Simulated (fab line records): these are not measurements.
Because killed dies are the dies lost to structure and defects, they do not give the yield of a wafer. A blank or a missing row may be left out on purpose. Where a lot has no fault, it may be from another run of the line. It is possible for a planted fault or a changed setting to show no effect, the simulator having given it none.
Which tool was responsible?	flow rit cmos	Sampling: 15 lots, 45 wafers, 2 of 202 route steps

== WHAT EACH GAUGE READ, for each wafer ==
RIT_NRETRO_TW_MEAS_10. Usual: NRETRO_TW gives 1045 (standard deviation 8.5).
lot	measured	on	NRETRO_TW	flag
L421	day 2 06:39	film metro-04	1057 1057 1056	
L422	day 2 13:02	film metro-02	1035 1033 1034	
L423	day 2 22:25	film metro-04	1055 1050 1051	
L424	day 3 03:38	film metro-02	1033 1035 1028	
L425	day 3 10:30	film metro-04	1047 1046 1047	
L426	day 3 15:25	film metro-04	1045 1047 1047	
L427	day 3 18:24	film metro-02	1028 1029 1033	
L428	day 3 23:53	film metro-04	1301 1303 1306 1301 1303 1310	OFF
L429	day 4 03:23	film metro-04	1304 1309 1304 1307 1304 1308	OFF
L430	day 4 07:54	film metro-01	1052 1054 1057	
L434	day 5 04:57	film metro-01	1316 1313 1317 1318 1316 1313	OFF
L439	day 6 04:39	film metro-04	1047 1042 1046	
L440	day 6 08:59	film metro-04	1051 1050 1043	
L441	day 6 13:23	film metro-02	1032 1037 1034	
L443	day 6 21:44	film metro-04	1046 1049 1042	

== WHICH TOOL RAN EACH LOT (tool, then ch and the chambers of the sampled wafers, then the start) ==
lot	RIT_NRETRO_IMPLANT_08
L421	implanter-04 ch 0, day 2 06:20
L422	implanter-04 ch 0, day 2 12:42
L423	implanter-03 ch 0, day 2 22:05
L424	implanter-04 ch 0, day 3 03:20
L425	implanter-04 ch 0, day 3 10:11
L426	implanter-04 ch 0, day 3 15:07
L427	implanter-02 ch 0, day 3 18:04
L428	implanter-04 ch 0, day 3 23:15
L429	implanter-02 ch 0, day 4 02:29
L430	implanter-02 ch 0, day 4 07:37
L434	implanter-04 ch 0, day 5 04:19
L439	implanter-02 ch 0, day 6 04:20
L440	implanter-03 ch 0, day 6 08:40
L441	implanter-03 ch 0, day 6 13:05
L443	implanter-04 ch 0, day 6 21:28
- RIT_NRETRO_IMPLANT_08

== WHAT THE TOOLS THEMSELVES READ (means of the sampled wafers that have a number; where no wafer has one, the mark that the record gives instead) ==
RIT_NRETRO_IMPLANT_08. Usual: 10.01 s for beam on s, sd 0.19.
lot	tool	beam on s (s)	flag
L421	implanter-04	9.98	
L422	implanter-04	10.12	
L423	implanter-03	9.91	
L424	implanter-04	9.97	
L425	implanter-04	10.06	
L426	implanter-04	10.19	
L427	implanter-02	9.97	
L428	implanter-04	10.00	
L429	implanter-02	9.80	
L430	implanter-02	10.18	
L434	implanter-04	10.00	
L439	implanter-02	10.04	
L440	implanter-03	10.27	
L441	implanter-03	10.09	
L443	implanter-04	9.96	

== THE ANSWER, worked out from the rows above alone ==
Rule: take the mean of a lot's wafers that have a number; if it is more than 3 standard deviations from the usual mean, the lot is off. Also off: a lot with no number at a reading for which 4 or more lots have one. Any other lot the step has rows for is counted as sound. First the gauges in route order, then the tools' own readings, where a lot's mean is used as printed above. At the first step where some lot is off, the reading lying furthest off is the one used; lots without a number count as furthest.
Off: at RIT_NRETRO_TW_MEAS_10 (NRETRO_TW), L428, L429, L434.
If a tool, at a process step before that reading, ran all the lots that are off and no sound lot after the first of them, it fits. The gauges at RIT_NRETRO_TW_MEAS_10 are tried like those tools. None of those tried fits.

== WHAT THE SIMULATOR HAD PUT IN ==
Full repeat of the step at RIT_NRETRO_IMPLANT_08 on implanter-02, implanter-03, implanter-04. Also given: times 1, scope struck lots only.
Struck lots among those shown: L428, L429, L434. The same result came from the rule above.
